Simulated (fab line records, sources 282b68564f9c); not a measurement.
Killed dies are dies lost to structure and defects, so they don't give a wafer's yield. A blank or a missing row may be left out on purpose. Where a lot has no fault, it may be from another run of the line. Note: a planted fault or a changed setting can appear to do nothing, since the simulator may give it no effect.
The tool behind it: which one? / flow rit cmos / 42 wafers from 14 lots sampled at 3 of the route's 202 steps

WHAT THE GAUGES SHOWED, per wafer
RIT_SILICIDE_RS_MEAS_02: measures by four-point-probe.
lot=L141; measured=day 3 03:28; on=film metro-04; SILICIDE_TI_RS (ohm/sq)=50.2 50.8 50.0
lot=L142; measured=day 3 06:28; on=film metro-04; SILICIDE_TI_RS (ohm/sq)=51.2 51.5 50.8
lot=L143; measured=day 3 13:37; on=film metro-03; SILICIDE_TI_RS (ohm/sq)=50.3 50.2 50.9
lot=L144; measured=day 3 17:45; on=film metro-01; SILICIDE_TI_RS (ohm/sq)=51.4 50.8 51.2
lot=L145; measured=day 4 00:11; on=film metro-04; SILICIDE_TI_RS (ohm/sq)=50.7 51.1 50.8
lot=L146; measured=day 4 03:38; on=film metro-01; SILICIDE_TI_RS (ohm/sq)=51.5 51.5 51.7
lot=L147; measured=day 4 07:17; on=film metro-01; SILICIDE_TI_RS (ohm/sq)=50.0 49.8 50.0
lot=L148; measured=day 4 13:39; on=film metro-01; SILICIDE_TI_RS (ohm/sq)=50.9 50.6 50.7
lot=L151; measured=day 5 04:23; on=film metro-03; SILICIDE_TI_RS (ohm/sq)=32.3 32.8 32.6
lot=L153; measured=day 5 13:54; on=film metro-04; SILICIDE_TI_RS (ohm/sq)=32.5 32.7 32.5
lot=L154; measured=day 5 18:43; on=film metro-04; SILICIDE_TI_RS (ohm/sq)=50.3 50.3 51.2
lot=L157; measured=day 6 09:50; on=film metro-01; SILICIDE_TI_RS (ohm/sq)=50.8 51.3 50.8
lot=L161; measured=day 7 08:29; on=film metro-03; SILICIDE_TI_RS (ohm/sq)=51.1 50.8 50.9
lot=L163; measured=day 7 18:07; on=film metro-01; SILICIDE_TI_RS (ohm/sq)=50.3 49.9 50.3

RIT_SILICIDE_THK_MEAS_03: measures by xrf.
lot=L141; measured=day 3 03:35; on=film metro-04; SILICIDE_TI_THK (nm)=28.64 28.29 28.62
lot=L142; measured=day 3 06:35; on=film metro-04; SILICIDE_TI_THK (nm)=27.98 27.99 28.18
lot=L143; measured=day 3 13:44; on=film metro-03; SILICIDE_TI_THK (nm)=28.29 28.50 28.08
lot=L144; measured=day 3 17:52; on=film metro-01; SILICIDE_TI_THK (nm)=28.08 28.24 28.16
lot=L145; measured=day 4 00:18; on=film metro-04; SILICIDE_TI_THK (nm)=28.51 28.19 28.46
lot=L146; measured=day 4 03:46; on=film metro-01; SILICIDE_TI_THK (nm)=28.05 27.83 27.72
lot=L147; measured=day 4 07:24; on=film metro-01; SILICIDE_TI_THK (nm)=28.66 28.62 28.60
lot=L148; measured=day 4 13:46; on=film metro-01; SILICIDE_TI_THK (nm)=28.03 28.35 28.28
lot=L151; measured=day 5 04:30; on=film metro-03; SILICIDE_TI_THK (nm)=40.65 40.37 40.43
lot=L153; measured=day 5 14:01; on=film metro-04; SILICIDE_TI_THK (nm)=40.42 40.22 40.45
lot=L154; measured=day 5 18:49; on=film metro-04; SILICIDE_TI_THK (nm)=28.37 28.34 28.09
lot=L157; measured=day 6 09:56; on=film metro-01; SILICIDE_TI_THK (nm)=28.29 28.01 28.21
lot=L161; measured=day 7 08:36; on=film metro-03; SILICIDE_TI_THK (nm)=28.14 28.50 28.38
lot=L163; measured=day 7 18:14; on=film metro-01; SILICIDE_TI_THK (nm)=28.58 28.76 28.56

TOOL THAT RAN EACH LOT (tool first, then ch and the chambers of the sampled wafers, then the start)
lot=L141; RIT_SILICIDE_SPUTTER_01=pvd sputter-04, day 3 03:19
lot=L142; RIT_SILICIDE_SPUTTER_01=pvd sputter-03, day 3 06:18
lot=L143; RIT_SILICIDE_SPUTTER_01=pvd sputter-01, day 3 13:28
lot=L144; RIT_SILICIDE_SPUTTER_01=pvd sputter-04, day 3 17:36
lot=L145; RIT_SILICIDE_SPUTTER_01=pvd sputter-01, day 4 00:02
lot=L146; RIT_SILICIDE_SPUTTER_01=pvd sputter-04, day 4 03:29
lot=L147; RIT_SILICIDE_SPUTTER_01=pvd sputter-01, day 4 07:08
lot=L148; RIT_SILICIDE_SPUTTER_01=pvd sputter-04, day 4 13:30
lot=L151; RIT_SILICIDE_SPUTTER_01=pvd sputter-01, day 5 04:05
lot=L153; RIT_SILICIDE_SPUTTER_01=pvd sputter-01, day 5 13:45
lot=L154; RIT_SILICIDE_SPUTTER_01=pvd sputter-04, day 5 18:32
lot=L157; RIT_SILICIDE_SPUTTER_01=pvd sputter-03, day 6 09:40
lot=L161; RIT_SILICIDE_SPUTTER_01=pvd sputter-03, day 7 08:20
lot=L163; RIT_SILICIDE_SPUTTER_01=pvd sputter-03, day 7 17:58
- RIT_SILICIDE_SPUTTER_01: material Ti, target thk 30 nm, time 229.5 s.

AS READ BY THE TOOLS THEMSELVES (means over the sampled wafers that have a number; for cases with no such wafer, the mark the record gives instead)
RIT_SILICIDE_SPUTTER_01.
lot=L141; tool=pvd sputter-04; throttle valve pct (%)=29.4
lot=L142; tool=pvd sputter-03; throttle valve pct (%)=31.1
lot=L143; tool=pvd sputter-01; throttle valve pct (%)=30.0
lot=L144; tool=pvd sputter-04; throttle valve pct (%)=29.4
lot=L145; tool=pvd sputter-01; throttle valve pct (%)=30.8
lot=L146; tool=pvd sputter-04; throttle valve pct (%)=29.4
lot=L147; tool=pvd sputter-01; throttle valve pct (%)=30.1
lot=L148; tool=pvd sputter-04; throttle valve pct (%)=29.3
lot=L151; tool=pvd sputter-01; throttle valve pct (%)=29.9
lot=L153; tool=pvd sputter-01; throttle valve pct (%)=30.5
lot=L154; tool=pvd sputter-04; throttle valve pct (%)=29.3
lot=L157; tool=pvd sputter-03; throttle valve pct (%)=30.5
lot=L161; tool=pvd sputter-03; throttle valve pct (%)=31.2
lot=L163; tool=pvd sputter-03; throttle valve pct (%)=31.0

THE ANSWER, worked out from the rows above alone
Rule: the usual values come from the lots themselves. Put in order of their means at a reading, lots are off if they are a third of the lots or fewer, leave a main group of 4 or more, and stand apart from it by a gap of 3 or more times the standard deviation of the main group's means; of several such gaps the widest counts. The tables above print the reading to a certain number of digits; a main group whose means all agree to those digits is not used. A lot without any number at a reading at which 4 lots or more have one is off too. All remaining lots with rows at the step are treated as sound. Order of review: gauges by route order, followed by the tools' own readings, for which a lot's mean as printed above is used. The first step at which some lot is off is used, and at that step the reading that is off furthest; a lot without a number counts as furthest.
Off: L151, L153, at RIT_SILICIDE_RS_MEAS_02 (SILICIDE_TI_RS). The main group has a mean of 50.7 ohm/sq with a standard deviation of 0.44.
If a tool, at a process step before that reading, ran all the lots that are off and no sound lot after the first of them, it fits. Gauges at RIT_SILICIDE_RS_MEAS_02: tried the same way as those tools. One fits: RIT_SILICIDE_SPUTTER_01 on pvd sputter-01. Its last sound lot is L147 (day 4 07:08), its first lot that is off L151 (day 5 04:05): a fault that began between those two fits.

WHAT THE SIMULATOR PUT IN
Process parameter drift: pvd sputter-01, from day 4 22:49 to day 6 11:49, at RIT_SILICIDE_SPUTTER_01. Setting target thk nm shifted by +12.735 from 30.
Shown lots that were struck: L151, L153. The rule above found the same.
